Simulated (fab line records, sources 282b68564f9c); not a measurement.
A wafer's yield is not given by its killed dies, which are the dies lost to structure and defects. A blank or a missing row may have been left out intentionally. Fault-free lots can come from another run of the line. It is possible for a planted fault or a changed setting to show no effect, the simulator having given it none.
A struck lot beside a sound one    flow rit cmos    14 steps out of a route of 202
Sound: these wafers, L999.2, L999.3, L999.4. Wafers L107.3, L107.5, L107.6 were the ones struck. Last of all comes the cause.
At each step with rows: each side's tool, then ch and its chambers, then its first start. Under that, the readings that differ: sound wafers    struck wafers    difference of the means    sigmas: that difference in standard deviations of wafers without a fault.
alike: same words and numbers on both sides, and readings whose means sit less than 2 such deviations apart. not compared: any withheld reading, any reading some wafer has no value for, any bound like >300 that may hide the same value, and any number with overlapping values for which the record gives no deviation.
A row with sigmas, a row that says differs or no value, or rows on one side alone: a step with any of these is where the two part. Numbers that don't overlap but have no deviation are shown without sigmas and don't part them. A reading missing from all wafers of one side parts the sides only when that side holds two or more wafers.

RIT_PLDD_STRIP_09: strips in O2, time 180 s.
  sound on plasma asher-01 ch 0,1, day 6 09:40; struck on plasma asher-04 ch 0,1, day 7 11:32
  alike: drypump motor current A
  not compared: rf hours counter h
RIT_PLDD_TW_MEAS_10:
  sound: film metro-04 at day 6 09:51; struck: film metro-02 at day 7 11:40
  alike: PLDD_TW
then, 4 steps without rows for these wafers: RIT_SPACER_CLEAN_00 (cleans in SC1, time 600 s); RIT_SPACER_CLEAN_01 (cleans in dHF, time 30 s); RIT_SPACER_CLEAN_02 (cleans in SC2, time 600 s); RIT_SPACER_CVD_03 (deposits Si3N4 from SiH2Cl2/NH3, target thk 250 nm, time 3232 s).
RIT_SPACER_THK_MEAS_04:
  sound: film metro-03 at day 6 12:12; struck: film metro-02 at day 7 15:25
  alike: SPACER_NITRIDE_THK
RIT_SPACER_ETCHBACK_05: etches Si3N4 in SF6/CHF3, stops on SiO2, target depth 250 nm, time 240 s.
  sound on rie diel-04 ch 0,1,2, day 6 12:15; struck on rie diel-03 ch 0,1, day 7 15:28
  alike: CHF3_flow_sccm, drypump motor current A, oes product au, throttle valve pct
  not compared: rf hours counter h
then, 4 steps without rows for these wafers: RIT_NSD_HMDS_00 (prime time 60 s); RIT_NSD_COAT_01 (resist thk 1000 nm); RIT_NSD_SOFTBAKE_02 (time 60 s); RIT_NSD_EXPOSE_03 (exposes mask M9, target cd 40700 nm).
RIT_NSD_PEB_04:
  sound on litho track-04 ch 0, day 6 13:07; struck on litho track-03, day 7 16:21
reading          sound           struck  difference                     sigmas
exhaust pa (Pa)  45.6 45.4 45.2  - - -   no value on the struck wafers  
  not compared: chill plate temp C, resist line temp C
then, 1 step without rows for these wafers: RIT_NSD_DEVELOP_05 (develop time 50 s).

## WHERE THEY PART
RIT_NSD_PEB_04 only, going by this record.

WHY: whatever the simulator had introduced
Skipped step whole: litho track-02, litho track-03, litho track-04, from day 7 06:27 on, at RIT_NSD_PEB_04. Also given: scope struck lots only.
